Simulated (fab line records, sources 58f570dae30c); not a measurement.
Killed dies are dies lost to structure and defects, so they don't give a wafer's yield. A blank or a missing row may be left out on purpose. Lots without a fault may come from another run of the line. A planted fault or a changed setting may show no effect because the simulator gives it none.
One fault seen from 2 desks | flow berkeley_cmos170 | each desk has only its own numbers; what lay behind them comes last

THE METROLOGY DESK
What the gauges read, lot by lot, whatever tool the lot ran on: means of the sampled wafers that have a number. A lot is out of limits, marked OUT, if its mean lies more than 4 standard deviations from the usual mean; the brackets give that distance.
Columns: A = PLDD_OVL at UCB170_PLDD_OVL_MEAS_07, usual -1 nm; B = NLDD_TW at UCB170_NLDD_TW_MEAS_11, usual 2236; C = cd_nm at UCB170_PSD_CD_MEAS_06, usual 1200.2 nm; D = NLDD_RS at UCB170_SDANNEAL_RS_MEAS_05, usual 616.8 ohm/sq
lot  | first seen here | A  | B               | C      | D
L437 | day 6 23:06     | -7 | 2227            | 1199.9 | 616.4
L440 | day 7 14:27     | -7 | 2258            | 1201.4 | 617.0
L442 | day 7 14:59     | -4 | 2254            | 1200.0 | 615.2
L439 | day 7 15:16     | -1 | 2250            | 1198.4 | 616.6
L441 | day 7 15:25     | -4 | 2253            | 1197.9 | 617.1
L444 | day 8 14:08     | 0  | 2258            | 1199.8 | 619.8
L446 | day 8 14:25     | -1 | 2231            | 1202.0 | 616.7
L449 | day 9 00:26     | 1  | 2233            | 1202.4 | 616.3
L447 | day 9 01:26     | 1  | 2109 (-8.0) OUT | 1199.7 | 698.6 (+58) OUT
L451 | day 9 21:39     | 2  | 2112 (-7.8) OUT | 1200.7 | 695.2 (+56) OUT
L454 | day 10 09:16    | -1 | 2249            | 1202.7 | 615.8
L456 | day 11 08:32    | -6 | 2231            | 1200.9 | 618.6
L460 | day 11 16:52    | 2  | 2213            | 1198.7 | 613.6
L458 | day 11 17:50    | -5 | 2212            | 1198.7 | 617.7
This desk's finding: out of limits on L447, L451; first on L447, day 9 05:01 (NLDD_TW at UCB170_NLDD_TW_MEAS_11). In limits: L437, L440, L442, L439, L441, L444, L446, L449, L454, L456, L460, L458.

THE TOOL OWNER'S DESK: implanter-02
The tool's own readings at UCB170_NLDD_IMPLANT_09: means of the sampled wafers that have a number, for each lot that ran on this tool. A lot is out of limits, marked OUT, if its mean lies more than 4 standard deviations from the usual mean; the brackets give that distance.
Columns: A = dose_ions_cm2 at UCB170_NLDD_IMPLANT_09, usual 5e+13; B = faraday_current_uA at UCB170_NLDD_IMPLANT_09, usual 159
lot  | first seen here | A                       | B
L437 | day 7 02:02     | 5e+13                   | 158
L440 | day 7 16:26     | 5e+13                   | 155
L439 | day 7 17:27     | 5e+13                   | 161
L444 | day 8 16:40     | 5e+13                   | 157
L446 | day 8 17:01     | 5e+13                   | 158
L447 | day 9 04:46     | 3e+13 (-99 or more) OUT | 106 (-16) OUT
L451 | day 10 00:49    | 3e+13 (-99 or more) OUT | 106 (-17) OUT
This desk's finding: out of limits on L447, L451; first on L447, day 9 04:46 (dose_ions_cm2 at UCB170_NLDD_IMPLANT_09). In limits: L437, L440, L439, L444, L446.

PUT TOGETHER
The tool owner's desk could have raised an alarm at day 9 04:46, on L447, L451.
The metrology desk could have raised an alarm at day 9 05:01, on L447, L451.
Of the lots named, all ran UCB170_NLDD_IMPLANT_09 on implanter-02.

WHAT THE SIMULATOR HAD PUT IN
Process parameter drift: implanter-02, from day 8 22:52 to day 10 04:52, at UCB170_NLDD_IMPLANT_09. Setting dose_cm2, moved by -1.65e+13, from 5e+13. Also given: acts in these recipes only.
Lots struck among those shown: L447, L451.
Hours from the fault's start to each desk's first reading out of limits: the tool owner's desk, 6; the metrology desk, 6.
